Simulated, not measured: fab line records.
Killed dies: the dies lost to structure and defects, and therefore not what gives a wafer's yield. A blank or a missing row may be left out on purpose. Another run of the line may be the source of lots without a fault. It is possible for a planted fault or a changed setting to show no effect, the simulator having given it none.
What tool caused it? :: flow berkeley_cmos170 :: 7 lots, 21 wafers sampled, at 1 step of a route of 331

== WHAT EACH GAUGE READ, for each wafer ==
UCB170_NSD_TW_MEAS_10.
lot: L736
measured: day 8 08:42
on: film_metro-02
NSD_TW: 4160 4155 4171

lot: L737
measured: day 8 09:16
on: film_metro-02
NSD_TW: 4189 4183 4161

lot: L740
measured: day 9 20:22
on: film_metro-01
NSD_TW: 4143 4110 4124

lot: L739
measured: day 9 20:51
on: film_metro-02
NSD_TW: 4164 4158 4130

lot: L743
measured: day 10 06:30
on: film_metro-01
NSD_TW: 4193 4156 4167

lot: L746
measured: day 10 23:46
on: film_metro-03
NSD_TW: 4163 4147 4165

lot: L752
measured: day 12 08:43
on: film_metro-02
NSD_TW: 4150 4171 4178

== TOOL THAT RAN EACH LOT (tool first, then ch and the chambers of the sampled wafers, then the start) ==
The record shows no process step preceding these readings.

== THE ANSWER, worked out from the rows above alone ==
Rule: what is usual is taken from the lots themselves. Put in order of their means at a reading, lots are off if they are a third of the lots or fewer, leave a main group of 4 or more, and stand apart from it by a gap of 3 or more times the standard deviation of the main group's means; of several such gaps the widest counts. A main group is skipped when, at the precision printed for the reading in the tables above, its means are all equal. A lot without any number at a reading at which 4 lots or more have one is off too. Where the step has rows for the other lots, those lots are counted as sound.
No lot is off at any reading shown: from this, nothing can be told.

== WHAT HAD BEEN PUT IN BY THE SIMULATOR ==
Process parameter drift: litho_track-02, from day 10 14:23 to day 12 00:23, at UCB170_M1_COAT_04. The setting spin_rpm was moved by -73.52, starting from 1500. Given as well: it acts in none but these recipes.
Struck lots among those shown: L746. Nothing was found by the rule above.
